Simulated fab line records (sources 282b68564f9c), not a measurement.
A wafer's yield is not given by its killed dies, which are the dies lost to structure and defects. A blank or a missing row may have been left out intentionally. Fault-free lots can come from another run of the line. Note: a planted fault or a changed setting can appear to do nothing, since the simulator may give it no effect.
Which of the tools did it? || flow rit-cmos || Sampling: 14 lots, 42 wafers, 2 of 202 route steps

WHAT THE GAUGES READ, wafer by wafer
The record lacks any reading of a measuring or inspecting step that a usual standard deviation could be used to judge.

EACH LOT AND THE TOOL THAT RAN IT (in order: tool; ch and the chambers of the sampled wafers; start)
{"lot": "L169", "RIT_NRETRO_SOFTBAKE_02": "litho-track-04 ch 0, day 2 06:13", "RIT_M1_PROBE_99": "prober-01, day 3 10:30"}
{"lot": "L171", "RIT_NRETRO_SOFTBAKE_02": "litho-track-02 ch 0, day 2 14:28", "RIT_M1_PROBE_99": "prober-01, day 3 21:01"}
{"lot": "L172", "RIT_NRETRO_SOFTBAKE_02": "litho-track-04 ch 0, day 2 19:30", "RIT_M1_PROBE_99": "prober-01, day 4 01:17"}
{"lot": "L173", "RIT_NRETRO_SOFTBAKE_02": "litho-track-04 ch 0, day 3 01:33", "RIT_M1_PROBE_99": "prober-02, day 4 06:42"}
{"lot": "L174", "RIT_NRETRO_SOFTBAKE_02": "litho-track-04 ch 0, day 3 06:38", "RIT_M1_PROBE_99": "prober-01, day 4 10:07"}
{"lot": "L176", "RIT_NRETRO_SOFTBAKE_02": "litho-track-01 ch 0, day 3 17:16", "RIT_M1_PROBE_99": "prober-01, day 4 21:31"}
{"lot": "L177", "RIT_NRETRO_SOFTBAKE_02": "litho-track-01 ch 0, day 3 20:48", "RIT_M1_PROBE_99": "prober-02, day 5 03:34"}
{"lot": "L178", "RIT_NRETRO_SOFTBAKE_02": "litho-track-01 ch 0, day 4 01:53", "RIT_M1_PROBE_99": "prober-01, day 5 05:30"}
{"lot": "L179", "RIT_NRETRO_SOFTBAKE_02": "litho-track-04 ch 0, day 4 06:36", "RIT_M1_PROBE_99": "prober-02, day 5 11:01"}
{"lot": "L182", "RIT_NRETRO_SOFTBAKE_02": "litho-track-01 ch 0, day 4 22:40", "RIT_M1_PROBE_99": "prober-01, day 6 03:38"}
{"lot": "L184", "RIT_NRETRO_SOFTBAKE_02": "litho-track-01 ch 0, day 5 07:04", "RIT_M1_PROBE_99": "prober-01, day 6 11:17"}
{"lot": "L189", "RIT_NRETRO_SOFTBAKE_02": "litho-track-04 ch 0, day 6 08:13", "RIT_M1_PROBE_99": "prober-02, day 7 15:50"}
{"lot": "L190", "RIT_NRETRO_SOFTBAKE_02": "litho-track-02 ch 0, day 6 13:24", "RIT_M1_PROBE_99": "prober-01, day 7 17:58"}
{"lot": "L191", "RIT_NRETRO_SOFTBAKE_02": "litho-track-02 ch 0, day 6 19:34", "RIT_M1_PROBE_99": "prober-02, day 8 00:46"}
- RIT_NRETRO_SOFTBAKE_02: time 60 s.
- RIT_M1_PROBE_99

WHAT THE TOOLS THEMSELVES READ (means of the sampled wafers that have a number; where no wafer has one, the mark that the record gives instead)
RIT_NRETRO_SOFTBAKE_02.
{"lot": "L169", "tool": "litho-track-04", "heater-power-total-W (W)": 34.53, "plate-temp-C (C)": 89.98}
{"lot": "L171", "tool": "litho-track-02", "heater-power-total-W (W)": 34.56, "plate-temp-C (C)": 89.93}
{"lot": "L172", "tool": "litho-track-04", "heater-power-total-W (W)": 34.54, "plate-temp-C (C)": 89.96}
{"lot": "L173", "tool": "litho-track-04", "heater-power-total-W (W)": 34.55, "plate-temp-C (C)": 89.94}
{"lot": "L174", "tool": "litho-track-04", "heater-power-total-W (W)": 34.55, "plate-temp-C (C)": 90.09}
{"lot": "L176", "tool": "litho-track-01", "heater-power-total-W (W)": 34.52, "plate-temp-C (C)": 89.95}
{"lot": "L177", "tool": "litho-track-01", "heater-power-total-W (W)": 34.56, "plate-temp-C (C)": 89.91}
{"lot": "L178", "tool": "litho-track-01", "heater-power-total-W (W)": 34.53, "plate-temp-C (C)": 89.90}
{"lot": "L179", "tool": "litho-track-04", "heater-power-total-W (W)": 34.55, "plate-temp-C (C)": 89.93}
{"lot": "L182", "tool": "litho-track-01", "heater-power-total-W (W)": 33.27, "plate-temp-C (C)": 87.57}
{"lot": "L184", "tool": "litho-track-01", "heater-power-total-W (W)": 33.28, "plate-temp-C (C)": 87.59}
{"lot": "L189", "tool": "litho-track-04", "heater-power-total-W (W)": 34.55, "plate-temp-C (C)": 90.05}
{"lot": "L190", "tool": "litho-track-02", "heater-power-total-W (W)": 34.62, "plate-temp-C (C)": 90.14}
{"lot": "L191", "tool": "litho-track-02", "heater-power-total-W (W)": 34.51, "plate-temp-C (C)": 90.05}

RIT_M1_PROBE_99.
{"lot": "L169", "tool": "prober-01", "killed_at_M0_to_M3": 0.0, "killed-at-contacts": 0.0, "killed-at-front-end": 9, "killed-dies": 9, "killed-on-rim": 3.7, "killed-open": 3.7, "killed-short": 5.3}
{"lot": "L171", "tool": "prober-01", "killed_at_M0_to_M3": 0.0, "killed-at-contacts": 0.0, "killed-at-front-end": 3, "killed-dies": 3, "killed-on-rim": 0.7, "killed-open": 1.7, "killed-short": 1.7}
{"lot": "L172", "tool": "prober-01", "killed_at_M0_to_M3": 0.3, "killed-at-contacts": 0.0, "killed-at-front-end": 7, "killed-dies": 7, "killed-on-rim": 1.7, "killed-open": 3.3, "killed-short": 3.7}
{"lot": "L173", "tool": "prober-02", "killed_at_M0_to_M3": 0.0, "killed-at-contacts": 0.3, "killed-at-front-end": 9, "killed-dies": 9, "killed-on-rim": 2.3, "killed-open": 6.3, "killed-short": 2.7}
{"lot": "L174", "tool": "prober-01", "killed_at_M0_to_M3": 0.0, "killed-at-contacts": 0.0, "killed-at-front-end": 6, "killed-dies": 6, "killed-on-rim": 2.7, "killed-open": 2.7, "killed-short": 3.3}
{"lot": "L176", "tool": "prober-01", "killed_at_M0_to_M3": 0.0, "killed-at-contacts": 0.3, "killed-at-front-end": 6, "killed-dies": 7, "killed-on-rim": 2.3, "killed-open": 3.3, "killed-short": 3.3}
{"lot": "L177", "tool": "prober-02", "killed_at_M0_to_M3": 0.0, "killed-at-contacts": 0.0, "killed-at-front-end": 6, "killed-dies": 6, "killed-on-rim": 2.0, "killed-open": 3.0, "killed-short": 2.7}
{"lot": "L178", "tool": "prober-01", "killed_at_M0_to_M3": 0.0, "killed-at-contacts": 0.0, "killed-at-front-end": 6, "killed-dies": 6, "killed-on-rim": 2.0, "killed-open": 2.3, "killed-short": 3.3}
{"lot": "L179", "tool": "prober-02", "killed_at_M0_to_M3": 0.0, "killed-at-contacts": 0.0, "killed-at-front-end": 5, "killed-dies": 5, "killed-on-rim": 1.7, "killed-open": 2.3, "killed-short": 2.3}
{"lot": "L182", "tool": "prober-01", "killed_at_M0_to_M3": 0.0, "killed-at-contacts": 0.0, "killed-at-front-end": 8, "killed-dies": 8, "killed-on-rim": 0.7, "killed-open": 3.7, "killed-short": 4.0}
{"lot": "L184", "tool": "prober-01", "killed_at_M0_to_M3": 0.0, "killed-at-contacts": 0.0, "killed-at-front-end": 7, "killed-dies": 7, "killed-on-rim": 2.0, "killed-open": 5.0, "killed-short": 2.0}
{"lot": "L189", "tool": "prober-02", "killed_at_M0_to_M3": 0.0, "killed-at-contacts": 0.0, "killed-at-front-end": 11, "killed-dies": 11, "killed-on-rim": 3.3, "killed-open": 5.0, "killed-short": 6.0}
{"lot": "L190", "tool": "prober-01", "killed_at_M0_to_M3": 0.0, "killed-at-contacts": 0.0, "killed-at-front-end": 5, "killed-dies": 5, "killed-on-rim": 2.0, "killed-open": 2.0, "killed-short": 2.7}
{"lot": "L191", "tool": "prober-02", "killed_at_M0_to_M3": 0.3, "killed-at-contacts": 0.3, "killed-at-front-end": 6, "killed-dies": 7, "killed-on-rim": 2.7, "killed-open": 4.0, "killed-short": 3.0}

THE ANSWER, worked out from the rows above alone
Rule: the usual values come from the lots themselves. The widest of any qualifying gaps counts: lots, ordered by their means at a reading, are off when they make up no more than a third of the lots, leave a main group of 4 or more, and stand apart from it by 3 or more times the standard deviation of that group's means. A main group is skipped when, at the precision printed for the reading in the tables above, its means are all equal. Also off: a lot with no number at a reading for which 4 or more lots have one. Where the step has rows for the other lots, those lots are counted as sound. After the gauges, taken in route order, come the tools' own readings; for these a lot's mean is taken, as printed above. At the first step where some lot is off, the reading lying furthest off is the one used; lots without a number count as furthest.
Off: L182, L184 (RIT_NRETRO_SOFTBAKE_02, heater-power-total-W). Main group: mean 34.55 W, sd 0.026.
If a tool, at that step or one of the process steps before it, ran each lot that is off and ran no sound lot following the first of them, it fits. One fits: RIT_NRETRO_SOFTBAKE_02 on litho-track-01. A fault onset in the window from L178 (day 4 01:53, its last sound lot) to L182 (day 4 22:40, its first lot off) fits.
The tool's own readings at RIT_NRETRO_SOFTBAKE_02 bear it out: on the lots that are off they differ by more than 5 times the standard deviation of the sound lots' means. heater-power-total-W reads 33.28 W there against 34.55 W on the sound lots; plate-temp-C reads 87.58 C there against 89.99 C on the sound lots.

WHAT THE SIMULATOR HAD INSERTED
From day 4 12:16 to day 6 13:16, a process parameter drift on litho-track-01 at RIT_NRETRO_SOFTBAKE_02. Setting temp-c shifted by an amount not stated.
Shown lots that were struck: L182, L184. The rule given above showed the same thing.
